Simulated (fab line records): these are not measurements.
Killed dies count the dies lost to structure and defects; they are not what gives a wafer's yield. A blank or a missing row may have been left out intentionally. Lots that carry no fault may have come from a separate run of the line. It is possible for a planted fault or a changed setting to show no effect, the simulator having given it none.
fab line records | flow berkeley-cmos170 | part 2 of 2: steps 26 to 33 of 33
record lots=5 wafers=15 last-day=11
route steps=331 shown NVT@111 PVT@115 GATE@125 FIELD@126
lots untouched by any fault: they come from a run of this same line in which no faults occurred
start-h: start of the lot's first displayed wafer, in hours after the record's first day | wait-h: hours since the lot's step before | " identical to the entry in the row above | L1.1+2: one row covering several wafers at once | - value missing, or start not given | * or withheld: withheld | < > ~ a bound
route shown NAME@n: a module of which the file shows steps, and the number in the route of the first | usual: mean/standard deviation of fault-free wafers | same: alike in all rows | chamber/n: place in a boat | sites: the reading at each site | _std_site: the values' standard deviation | _edge_site: inner sites' mean taken away from outer sites' mean | radius-mm: for every site, how far away it sits from the centre of the wafer | mask NAME#n: copy n | behind: the most recent tool/chamber to have shaped the wafer | hold: why the lot was held/for how many hours/how that ended | device: which transistor (n, p or np) failed to switch | end of line: tests of these same wafers at the route's end | a step with no rows: only its recipe | killed: not the wafer's yield, but the dies lost to structure and defects at the first sort | map: a wafer's dies, marking killed ones x, the rest . and places with no die _
set.NAME: the setting as run; set.NAME@STEP: as run at that earlier step | model.NAME: the simulator's own value behind a step, which no gauge read
certain route steps with their lots: each step a table, each wafer a row
services: from which hour (start-h, from the record's first day; less than 0 if before it) a tool's chamber was out of use, for how many hours, and why
## steps
# step UCB170_GATE_PEB_10
# recipe peb-temp-c=130 peb-time-s=withheld resist=KrF
# usual exhaust-pa=44.8/1
# columns lot.wafer tool chamber start-h wait-h exhaust-pa
L075.3 litho-track-02 0 120.16 0.1 44.3
L075.4 " 0 " " 45.0
L075.6 " 0 " " 44.0
L078.1 litho-track-02 0 148.87 0.1 45.8
L078.3 " 0 " " 46.0
L078.6 " 0 " " 44.6
L082.2 litho-track-02 0 167.42 0.1 44.5
L082.3 " 0 " " 44.8
L082.6 " 0 " " 45.1
L086.1 litho-track-02 0 187.01 0.1 46.2
L086.3 " 0 " " 46.7
L086.6 " 0 " " 45.3
L095.1 litho-track-04 0 227.87 0.1 44.7
L095.3 " 0 " " 44.8
L095.4 " 0 " " 44.4
# step UCB170_GATE_DEVELOP_11
# recipe developer=TMAH develop-time-s=45 resist=KrF dev-temp-c=21
# usual developer-temp-C=20.98/0.11 exhaust-pa=44.7/1
# columns lot.wafer tool chamber start-h wait-h developer-temp-C exhaust-pa
L075.3 litho-track-02 0 - - 21.02 43.6
L075.4 " 0 " " 20.97 43.9
L075.6 " 0 " " 21.04 46.0
L078.1 litho-track-02 0 - - 21.08 45.3
L078.3 " 0 " " 20.92 46.3
L078.6 " 0 " " 21.12 45.3
L082.2 litho-track-02 0 - - 20.91 44.2
L082.3 " 0 " " 20.90 42.3
L082.6 " 0 " " 20.81 44.4
L086.1 litho-track-02 0 - - 21.10 46.4
L086.3 " 0 " " 21.10 45.9
L086.6 " 0 " " 21.03 43.9
L095.1 litho-track-04 0 - - 20.97 44.4
L095.3 " 0 " " 20.93 43.8
L095.4 " 0 " " 21.12 44.3
# step UCB170_GATE_CD_MEAS_12
# recipe target-cd-nm=350
# usual cd-nm=349.8/1.3
# columns lot.wafer tool chamber start-h wait-h cd-nm
L075.3 cd-sem-01 - 120.43 - 347.2
L075.4 " - " " 348.2
L075.6 " - " " 348.5
L078.1 cd-sem-02 - 149.18 - 351.8
L078.3 " - " " 350.4
L078.6 " - " " 350.1
L082.2 cd-sem-01 - 167.69 - 351.6
L082.3 " - " " 350.9
L082.6 " - " " 350.6
L086.1 cd-sem-01 - 187.28 - 350.7
L086.3 " - " " 349.8
L086.6 " - " " 348.4
L095.1 cd-sem-01 - 228.15 - 349.9
L095.3 " - " " 348.4
L095.4 " - " " 350.8
# step UCB170_GATE_OVL_MEAS_13
# usual GATE_OVL=0/5.6
# columns lot.wafer tool chamber start-h wait-h GATE_OVL[nm]
L075.3 overlay-02 - 120.52 0.1 6
L075.4 " - " " -2
L075.6 " - " " 0
L078.1 overlay-02 - 149.30 0.1 -2
L078.3 " - " " 1
L078.6 " - " " 9
L082.2 overlay-02 - 167.80 0.1 -1
L082.3 " - " " 0
L082.6 " - " " 0
L086.1 overlay-01 - 187.40 0.1 -7
L086.3 " - " " -5
L086.6 " - " " -5
L095.1 overlay-01 - 228.27 0.1 -7
L095.3 " - " " 1
L095.4 " - " " -3
# step UCB170_GATE_ETCH_14
# recipe chemistry=N2/H2 target-depth-a=withheld overetch-a=withheld target=BARC time-s=withheld source-w=500 bias-w=100 pressure-mtorr=30 n2-flow-sccm=100 h2-flow-sccm=200
# usual chamber-pressure-mTorr=30.001/0.029 drypump-motor-current-A=5.6/0.36 oes-product-au=1.005/0.023 throttle-valve-pct=13.22/0.23
# columns lot.wafer tool chamber start-h wait-h chamber-pressure-mTorr drypump-motor-current-A oes-product-au throttle-valve-pct
L075.3 rie-diel-03 1 120.54 0.0 30.001 5.4 0.980 13.48
L075.4 " 3 " " 30.016 5.7 1.035 13.47
L075.6 " 2 " " 29.999 6.1 1.007 13.61
L078.1 rie-diel-02 1 149.34 0.0 30.049 5.5 1.003 13.15
L078.3 " 2 " " 29.946 5.8 1.045 12.90
L078.6 " 1 " " 30.009 5.5 0.993 13.17
L082.2 rie-diel-02 3 167.83 0.0 29.994 5.5 1.013 13.36
L082.3 " 1 " " 29.971 5.6 1.005 13.15
L082.6 " 2 " " 29.974 5.8 1.060 12.91
L086.1 rie-diel-03 1 187.44 0.0 29.971 5.3 0.983 13.49
L086.3 " 3 " " 29.918 5.7 1.032 13.46
L086.6 " 1 " " 29.982 5.3 0.980 13.48
L095.1 rie-diel-04 3 228.30 0.0 30.049 6.4 1.023 13.01
L095.3 " 1 " " 30.018 5.3 0.975 13.41
L095.4 " 2 " " 29.972 5.2 0.981 13.08
# step UCB170_GATE_ETCH_15
# recipe chemistry=HBr/Cl2 target=poly-Si stop-on=SiO2 over-etch-frac=0.3 icp-w=300 bias-w=150 time-s=56.3 pressure-mtorr=15 HBr_flow_sccm=150 Cl2_flow_sccm=50 target-depth-a=2782
# usual chamber-pressure-mTorr=15.001/0.014 drypump-motor-current-A=5.3/0.48 oes-product-au=0.836/0.012 throttle-valve-pct=26.53/0.25
# same over-etch-frac=0.3
# columns lot.wafer tool chamber start-h wait-h chamber-pressure-mTorr drypump-motor-current-A oes-product-au rf-hours-counter-h throttle-valve-pct
L075.3 rie-si-02 3 120.58 - 15.017 5.6 0.821 0 26.40
L075.4 " 2 " " 14.988 5.0 0.852 86 26.85
L075.6 " 0 " " 15.008 5.1 0.841 - 26.46
L078.1 rie-si-01 0 149.38 - 14.975 4.8 0.828 102 26.69
L078.3 " 3 " " 15.000 6.3 0.860 116 25.96
L078.6 " 2 " " 14.999 5.2 0.824 - 26.77
L082.2 rie-si-02 0 167.87 - 14.980 5.1 0.850 1 26.46
L082.3 " 2 " " 15.008 5.0 0.860 86 26.87
L082.6 " 3 " " 15.025 5.6 0.833 - 26.41
L086.1 rie-si-02 3 187.48 - 14.986 5.6 0.834 0 26.41
L086.3 " 1 " " 14.979 4.7 0.846 0 26.27
L086.6 " 3 " " 14.989 5.6 0.834 - 26.42
L095.1 rie-si-02 2 228.34 - 14.970 5.0 0.851 86 26.86
L095.3 " 3 " " 14.990 5.6 0.821 1 26.40
L095.4 " 1 " " 15.027 4.7 0.847 0 26.29
# step UCB170_GATE_STRIP_16
# recipe chemistry=O2 power-w=400 pressure-mtorr=3500 platen-temp-c=withheld o2-flow-sccm=400 overash-fraction=0.5
# usual chamber-pressure-mTorr=3500/3.4 drypump-motor-current-A=5.9/0.69 oes-product-au=0.724/0.0047
# same overash-fraction=0.5
# columns lot.wafer tool chamber start-h wait-h chamber-pressure-mTorr drypump-motor-current-A oes-product-au rf-hours-counter-h
L075.3 plasma-asher-01 1 120.67 0.1 3494 4.6 0.720 -
L075.4 " 0 " " 3499 5.9 0.731 -
L075.6 " 1 " " 3502 4.7 0.727 -
L078.1 plasma-asher-03 1 149.43 0.0 3502 5.7 0.729 42
L078.3 " 0 " " 3502 5.1 0.724 -
L078.6 " 0 " " 3499 5.1 0.723 -
L082.2 plasma-asher-04 1 167.92 0.0 3499 6.5 0.720 49
L082.3 " 0 " " 3502 6.5 0.724 -
L082.6 " 1 " " 3501 6.5 0.716 -
L086.1 plasma-asher-04 0 187.53 0.0 3501 6.5 0.726 51
L086.3 " 0 " " 3498 6.5 0.733 -
L086.6 " 0 " " 3508 6.6 0.730 -
L095.1 plasma-asher-01 1 228.39 0.0 3493 4.7 0.730 47
L095.3 " 1 " " 3497 4.6 0.718 -
L095.4 " 0 " " 3501 6.0 0.720 -
# step UCB170_GATE_CD_MEAS_90
# recipe target-cd-nm=350
# usual cd-nm=349.7/1.3
# columns lot.wafer tool chamber start-h wait-h cd-nm
L075.3 cd-sem-02 - 120.77 0.1 348.2
L075.4 " - " " 347.4
L075.6 " - " " 348.0
L078.1 cd-sem-02 - 149.54 0.1 350.6
L078.3 " - " " 350.9
L078.6 " - " " 349.4
L082.2 cd-sem-02 - 168.04 0.1 351.3
L082.3 " - " " 349.7
L082.6 " - " " 350.6
L086.1 cd-sem-01 - 187.63 0.1 349.9
L086.3 " - " " 349.5
L086.6 " - " " 347.8
L095.1 cd-sem-02 - 228.49 0.1 350.2
L095.3 " - " " 349.7
L095.4 " - " " 351.2
## services
# columns tool chamber start-h hours kind
implanter-04 - 82.75 2.9 pm
implanter-04 - 86.13 3.4 repair
implanter-04 - 88.35 2.5 repair
furnace-02 - 91.63 2.9 pm
krf-scanner-02 - 91.78 1.3 pm
rie-diel-03 1 93.06 8.5 repair
rie-diel-02 - 93.19 2.8 pm
lpcvd-02 - 94.47 1.4 repair
plasma-asher-02 - 95.26 28.1 pm
furnace-01 - 114.15 3.0 pm
implanter-01 - 119.15 2.2 repair
krf-scanner-01 - 132.14 1.0 pm
implanter-03 - 132.20 4.1 repair
furnace-01 - 136.78 2.7 pm
krf-scanner-02 - 136.82 0.3 repair
krf-scanner-02 - 140.14 4.0 pm
plasma-asher-04 - 142.12 0.9 repair
krf-scanner-02 - 162.16 1.5 repair
krf-scanner-01 - 167.84 0.8 pm
implanter-01 - 179.72 2.5 pm
furnace-02 - 186.02 3.3 pm
plasma-asher-01 - 186.42 2.8 pm
krf-scanner-02 - 209.06 1.8 repair
krf-scanner-01 - 227.40 1.3 pm
